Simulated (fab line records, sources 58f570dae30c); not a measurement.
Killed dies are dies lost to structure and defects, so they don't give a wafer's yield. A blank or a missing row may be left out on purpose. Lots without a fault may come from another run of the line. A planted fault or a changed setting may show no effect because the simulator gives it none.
A struck lot beside a sound one | flow berkeley_cmos170 | 14 steps out of a route of 331
Sound: wafers L924.1, L924.4, L924.5. Struck: wafers L918.2, L918.3, L918.6. The cause comes at the end.
At each step with rows: each side's tool, then ch and its chambers, then its first start. Under that, the readings that differ: sound wafers | struck wafers | difference of the means | sigmas: that difference in standard deviations of wafers without a fault.
alike: readings whose means differ by less than 2 such deviations, and words and numbers that are the same on both sides. not compared: withheld readings, readings that some wafer has no value for, bounds like >300 that may hide the same value, and numbers for which the record gives no deviation and whose values overlap.
The two part at a step that has a row with sigmas, a row that says differs or no value, or rows on one side only. Numbers that don't overlap but have no deviation are shown without sigmas and don't part them. A reading that every wafer of one side lacks parts them only if that side has two wafers or more.

first, 1 step without rows for these wafers: UCB170_ZERO_DEVELOP_05 (develop time 45 s).
UCB170_ZERO_ETCH_06: etches SiO2 in CHF3/CF4/Ar, time 12 s.
  sound on rie_diel-01 ch 0,1,2, day 6 05:28; struck on rie_diel-01 ch 0,2,3, day 4 18:56
  alike: drypump_motor_current_A, oes_product_au, throttle_valve_pct
  not compared: rf_hours_counter_h
UCB170_ZERO_STRIP_07: strips in O2.
  sound on plasma_asher-03 ch 0,1, day 6 05:29; struck on plasma_asher-01 ch 0,1, day 4 18:58
  reading                      | sound             | struck            | difference | sigmas
  strip_time_to_endpoint_s (s) | 21.32 21.35 21.40 | 21.56 21.49 21.54 | +0.17      | +2
  alike: drypump_motor_current_A, oes_product_au
  not compared: rf_hours_counter_h
then, 2 steps without rows for these wafers: UCB170_NWELL_WET_ETCH_00 (etches SiO2 in dHF, time 200 s); UCB170_NWELL_OXIDATION_01 (target thk 26.4 nm, ox time 1260 s).
UCB170_NWELL_THK_MEAS_02:
  sound on film_metro-03, day 6 12:10; struck on film_metro-01, day 4 21:56
  reading              | sound          | struck         | difference | sigmas
  NWELL_OXIDE_THK (nm) | 25.4 25.8 25.4 | 26.4 26.7 26.5 | +1.0       | +2
then, 2 steps without rows for these wafers: UCB170_NWELL_ANNEAL_03 (time 900 s); UCB170_NWELL_CVD_04 (deposits Si3N4 from SiH2Cl2/NH3, target thk 224 nm, time 3360 s).
UCB170_NWELL_THK_MEAS_05:
  sound on film_metro-04, day 6 18:39; struck on film_metro-04, day 5 02:31
  alike: NWELL_NITRIDE_THK
then, 3 steps without rows for these wafers: UCB170_NWELL_HMDS_06 (prime time 60 s); UCB170_NWELL_COAT_07 (resist thk 900 nm); UCB170_NWELL_SOFTBAKE_08 (time 60 s).
UCB170_NWELL_EXPOSE_09: exposes mask NWELL, target cd 3000 nm.
  sound on krf_scanner-01 ch 0, day 6 19:21; struck on krf_scanner-02, day 5 03:23
  no value came back on the struck wafers for exposure_dose_mJ_cm2, focus_offset_nm (nm), sigma_outer; on the sound wafers exposure_dose_mJ_cm2 reads 24.985 24.964 25.005
  alike: mask
then, 1 step without rows for these wafers: UCB170_NWELL_PEB_10.

WHERE THEY PART
First at UCB170_ZERO_STRIP_07; last, within this record, at UCB170_NWELL_EXPOSE_09.

WHY: what the simulator had put in
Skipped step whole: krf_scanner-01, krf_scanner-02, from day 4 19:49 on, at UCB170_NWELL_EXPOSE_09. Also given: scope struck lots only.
